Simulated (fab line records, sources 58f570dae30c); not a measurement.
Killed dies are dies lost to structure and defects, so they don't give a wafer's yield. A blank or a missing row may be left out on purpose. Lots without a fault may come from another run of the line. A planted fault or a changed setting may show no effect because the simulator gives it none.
fab line records | flow berkeley_cmos170
record lots=5 wafers=23
route steps=331 shown M2@276 V2@299 M3@314
start_h: hours from the record's first day to the start of the lot's first wafer shown | wait_h: hours since the lot's step before | " the same as in the row above | L1.1+2: a row that stands for several wafers | - no value, or no start given | * or withheld: withheld | < > ~ a bound
route shown NAME@n: a module of which the file shows steps, and the number in the route of the first | usual: mean/standard deviation of fault-free wafers | same: alike in all rows | chamber/n: place in a boat | sites: the reading at each site | _std_site: their standard deviation | _edge_site: outer sites' mean less inner sites' | radius_mm: how far each site lies from the wafer's centre | mask NAME#n: copy n | behind: the tool/chamber that last shaped the wafer | hold: why the lot was held/for how many hours/how that ended | device: the transistor (n, p or np) that didn't switch | end of line: the same wafers' tests at the end of the route | a step without rows: its recipe alone | killed: dies lost to structure and defects at the first sort, not the wafer's yield | map: a wafer's dies, x killed, . not, _ none there
set.NAME: the setting as run; set.NAME@STEP: as run at that earlier step | model.NAME: the simulator's own value behind a step, which no gauge read
lots whose settings were changed on purpose; a table a step, a row a wafer
## steps
# step UCB170_M2_COAT_05
# recipe resist=KrF spin_rpm=1500 resist_thk_nm=900
# columns lot.wafer tool chamber start_h wait_h set.resist_thk_nm model.KrF_of_M2_COAT_05.thk_nm
L074.2 litho_track-02 0 191.04 0.1 854.9 858.6
L074.3 " 0 " " 854.9 854.9
L074.4 " 0 " " 900 899.8
L074.5 " 0 " " 854.9 855.8
L074.6 " 0 " " 900 904.7
L078.2 litho_track-03 0 206.92 0.1 900 900.3
L078.3 " 0 " " 900 900.4
L078.4 " 0 " " 900 900.6
L076.2+6 litho_track-01 0 206.92 0.1 921 923.3
L076.3 " 0 " " 900 902.5
L076.4 " 0 " " 900 904.1
L076.5 " 0 " " 921 919.4
L075.1 litho_track-03 0 207.62 0.1 877.1 877.1
L075.2 " 0 " " 877.1 875.6
L075.3 " 0 " " 900 898.8
L075.4 " 0 " " 900 899.9
L075.5 " 0 " " 877.1 877.5
L085.1 litho_track-02 0 247.51 0.1 851.6 851.5
L085.3 " 0 " " 900 900.6
L085.4 " 0 " " 851.6 852.8
L085.5 " 0 " " 851.6 850.7
L085.6 " 0 " " 900 898.4
# step UCB170_M2_SOFTBAKE_06
# recipe resist=KrF temp_c=130 time_s=60
# step UCB170_M2_STRIP_07
# recipe chemistry=O2 power_w=400 pressure_mtorr=3500 platen_temp_c=withheld o2_flow_sccm=400 overash_fraction=0.5
# usual strip_time_to_endpoint_s=21.96/0.063
# columns lot.wafer tool chamber start_h wait_h set.resist_thk_nm@M2_COAT_05 strip_time_to_endpoint_s
L074.2 plasma_asher-02 0 191.33 0.1 854.9 21.00
L074.3 " 1 " " 854.9 20.90
L074.4 " 0 " " 900 21.97
L074.5 " 1 " " 854.9 20.92
L074.6 " 0 " " 900 22.08
L078.2 plasma_asher-03 0 207.20 0.1 900 21.96
L078.3 " 0 " " 900 21.98
L078.4 " 1 " " 900 21.98
L076.2 plasma_asher-01 0 207.20 0.1 921 22.50
L076.3 " 1 " " 900 22.03
L076.4 " 0 " " 900 22.07
L076.5 " 1 " " 921 22.44
L076.6 " 0 " " 921 22.53
L075.1 plasma_asher-03 1 207.92 0.1 877.1 21.42
L075.2 " 0 " " 877.1 21.38
L075.3 " 0 " " 900 21.93
L075.4 " 1 " " 900 21.96
L075.5 " 1 " " 877.1 21.44
L085.1 plasma_asher-02 0 247.81 0.1 851.6 20.81
L085.3 " 1 " " 900 21.98
L085.4 " 0 " " 851.6 20.84
L085.5 " 1 " " 851.6 20.79
L085.6 " 0 " " 900 21.92
# step UCB170_V2_COAT_07
# recipe resist=KrF spin_rpm=1500 resist_thk_nm=900
# columns lot.wafer tool chamber start_h wait_h set.resist_thk_nm model.KrF_of_V2_COAT_07.thk_nm
L074.2 litho_track-04 0 194.19 0.1 900 902.8
L074.3 " 0 " " 900 901.9
L074.4 " 0 " " 900 903.1
L074.5 " 0 " " 900 903.4
L074.6 " 0 " " 900 901.6
L078.2 litho_track-03 0 212.88 0.1 900 904.3
L078.3 " 0 " " 900 904.6
L078.4 " 0 " " 900 905.6
L076.2 litho_track-02 0 212.88 0.1 900 896.6
L076.3 " 0 " " 900 897.6
L076.4 " 0 " " 900 894.2
L076.5 " 0 " " 900 897.5
L076.6 " 0 " " 900 895.6
L075.1 litho_track-02 0 216.38 0.1 900 898.8
L075.2 " 0 " " 918.2 919.8
L075.3 " 0 " " 918.2 918.7
L075.4 " 0 " " 918.2 919.1
L075.5 " 0 " " 900 902
L085.1 litho_track-02 0 251.86 0.1 874 874.8
L085.3 " 0 " " 900 900.1
L085.4 " 0 " " 874 875.5
L085.5 " 0 " " 900 899.7
L085.6 " 0 " " 900 899.4
# step UCB170_M3_COAT_05
# recipe resist=KrF spin_rpm=1500 resist_thk_nm=900
# columns lot.wafer tool chamber start_h wait_h set.spin_rpm model.KrF_of_M3_COAT_05.thk_nm
L074.2 litho_track-01 0 195.92 0.1 1500 903
L074.3 " 0 " " 1500 902.7
L074.4 " 0 " " 1500 905.4
L074.5 " 0 " " 1500 902
L074.6 " 0 " " 1500 904.8
L078.2 litho_track-04 0 216.97 0.1 1500 896.1
L078.3 " 0 " " 1500 895.6
L078.4 " 0 " " 1500 901.3
L076.2+6 litho_track-01 0 217.23 0.1 1409 922.3
L076.3 " 0 " " 1500 893.9
L076.4 " 0 " " 1409 922
L076.5 " 0 " " 1500 892.9
L075.1 litho_track-01 0 219.65 0.1 1603 868.5
L075.2 " 0 " " 1500 897.2
L075.3 " 0 " " 1500 896.9
L075.4 " 0 " " 1603 864.1
L075.5 " 0 " " 1500 895
L085.1 litho_track-01 0 253.93 0.1 1500 901.5
L085.3 " 0 " " 1500 900.7
L085.4 " 0 " " 1500 897.7
L085.5 " 0 " " 1500 897.8
L085.6 " 0 " " 1500 896.1
# step UCB170_M3_SOFTBAKE_06
# recipe resist=KrF temp_c=130 time_s=60
# step UCB170_M3_STRIP_07
# recipe chemistry=O2 power_w=400 pressure_mtorr=3500 platen_temp_c=withheld o2_flow_sccm=400 overash_fraction=0.5
# usual strip_time_to_endpoint_s=21.95/0.077
# columns lot.wafer tool chamber start_h wait_h set.spin_rpm@M3_COAT_05 strip_time_to_endpoint_s
L074.2 plasma_asher-01 1 196.20 0.1 1500 22.04
L074.3 " 0 " " 1500 22.03
L074.4 " 1 " " 1500 22.09
L074.5 " 0 " " 1500 22.02
L074.6 " 1 " " 1500 22.10
L078.2 plasma_asher-01 1 217.25 0.1 1500 21.88
L078.3 " 1 " " 1500 21.87
L078.4 " 0 " " 1500 21.99
L076.2 plasma_asher-02 1 217.50 0.1 1409 22.50
L076.3 " 0 " " 1500 21.83
L076.4 " 1 " " 1409 22.48
L076.5 " 0 " " 1500 21.79
L076.6 " 1 " " 1409 22.51
L075.1 plasma_asher-02 0 219.95 0.1 1603 21.20
L075.2 " 1 " " 1500 21.89
L075.3 " 1 " " 1500 21.89
L075.4 " 0 " " 1603 21.09
L075.5 " 0 " " 1500 21.87
L085.1 plasma_asher-01 0 254.23 0.1 1500 22.01
L085.3 " 1 " " 1500 21.98
L085.4 " 0 " " 1500 21.92
L085.5 " 0 " " 1500 21.92
L085.6 " 1 " " 1500 21.87
## key
split step=UCB170_M2_COAT_05 setting=resist_thk_nm stated=900 by=wafer
response step=UCB170_M2_COAT_05 reading=model.KrF_of_M2_COAT_05.thk_nm change=+8.91 per=1% r=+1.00
response step=UCB170_M2_STRIP_07 reading=strip_time_to_endpoint_s change=* per=1% r=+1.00
split step=UCB170_V2_COAT_07 setting=resist_thk_nm stated=900 by=wafer
response step=UCB170_V2_COAT_07 reading=model.KrF_of_V2_COAT_07.thk_nm change=+8.77 per=1% r=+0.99
split step=UCB170_M3_COAT_05 setting=spin_rpm stated=1500 by=wafer
response step=UCB170_M3_COAT_05 reading=model.KrF_of_M3_COAT_05.thk_nm change=-4.54 per=1% r=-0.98
response step=UCB170_M3_STRIP_07 reading=strip_time_to_endpoint_s change=* per=1% r=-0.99
